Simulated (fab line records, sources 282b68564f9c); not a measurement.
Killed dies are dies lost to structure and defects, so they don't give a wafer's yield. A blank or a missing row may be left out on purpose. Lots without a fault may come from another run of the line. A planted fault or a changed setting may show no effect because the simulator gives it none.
Problem report in the 8D (eight disciplines) form, filled by code | flow rit_cmos | the parts of the form that need people (team, actions taken, sign-off) are left out

1. THE PROBLEM
PLDD_TW at RIT_PLDD_TW_MEAS_10 reads a mean of 2152 on 6 wafers of 2 lots; wafers without a fault read 2361 with a standard deviation of 15. That is -14 standard deviations from the usual mean.
First seen on wafer L816.2, day 7 05:22, on film_metro-03. The record holds 42 wafers of 14 lots with a number at this step. Rule for "out", or "out of limits": more than 4 standard deviations from the usual mean. The other wafers with a number count as sound.

2. WHAT IT IS AND WHAT IT IS NOT
question                    | is                     | is not
which readings at this step | PLDD_TW                | -
which lots                  | L816, L818             | L796, L799, L800, L802, L803, L804, L808, L810, L812, L813, L814, L815
which wafers of those lots  | all that have a number | -
read on which gauges        | film_metro-03          | film_metro-02, film_metro-04
when                        | from day 7 05:22       | up to then (33 sound wafers); but 3 sound wafers of L815 came after

3. SUSPECTS, AND WHAT RULES EACH OUT
Counting: a tool at a process step up to the reading stays a suspect if it ran every lot that is out and no sound lot after the first of them.
- the gauge at RIT_PLDD_TW_MEAS_10: ruled out. All the wafers that are out were read on film_metro-03, but those of them that RIT_PLDD_IMPLANT_08 has rows for are out there too, on other tools.
- implanter-03 at RIT_PLDD_IMPLANT_08: kept. It ran every lot that is out, first L816 (day 7 05:04), and no sound lot after that; its last sound lot up to then is L810 (day 6 06:27). Its own readings are out on those wafers: beam_energy_keV.
Left after counting: implanter-03 at RIT_PLDD_IMPLANT_08.

4. THE CAUSE (what the simulator had put in)
Process parameter drift: implanter-03, from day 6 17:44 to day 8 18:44, at RIT_PLDD_IMPLANT_08. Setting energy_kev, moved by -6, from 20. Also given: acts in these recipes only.
Counting left only this tool.

5. THE CHAIN OF EFFECTS, in route order
Each row: a reading whose mean over the struck wafers that have a number lies more than 3 standard deviations from the usual. Only readings for which the record gives a usual standard deviation are gone through. hours: the time from each lot's start at the first step in this table that gives one to its start at this step, as a median over the lots. sigmas: the change in usual standard deviations.
hours | step                    | reading         | usual        | on struck wafers | change | sigmas
0     | RIT_PLDD_IMPLANT_08     | beam_energy_keV | 20.000       | 13.999           | -6.001 | -99 or more
0     | RIT_PLDD_TW_MEAS_10     | PLDD_TW         | 2361         | 2152             | -210   | -14
7     | RIT_SDANNEAL_RS_MEAS_06 | PLDD_RS         | 178.8 ohm/sq | 203.0            | +24.2  | +51
The process steps in it:
- RIT_PLDD_IMPLANT_08

6. WHAT WOULD HAVE CAUGHT IT SOONER
In this record the first reading out of limits at a measuring or inspecting step was taken at day 7 05:22, 12 hours after the fault began at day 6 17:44.
The tool's own readings at RIT_PLDD_IMPLANT_08 were out on every struck wafer that the step has a row for (beam_energy_keV): an alarm limit on them would have fired on the first of those.
Of the lots that are out (2), L818 began RIT_PLDD_IMPLANT_08 on implanter-03 after day 7 05:22. A hold on the tool at that time would have spared it.
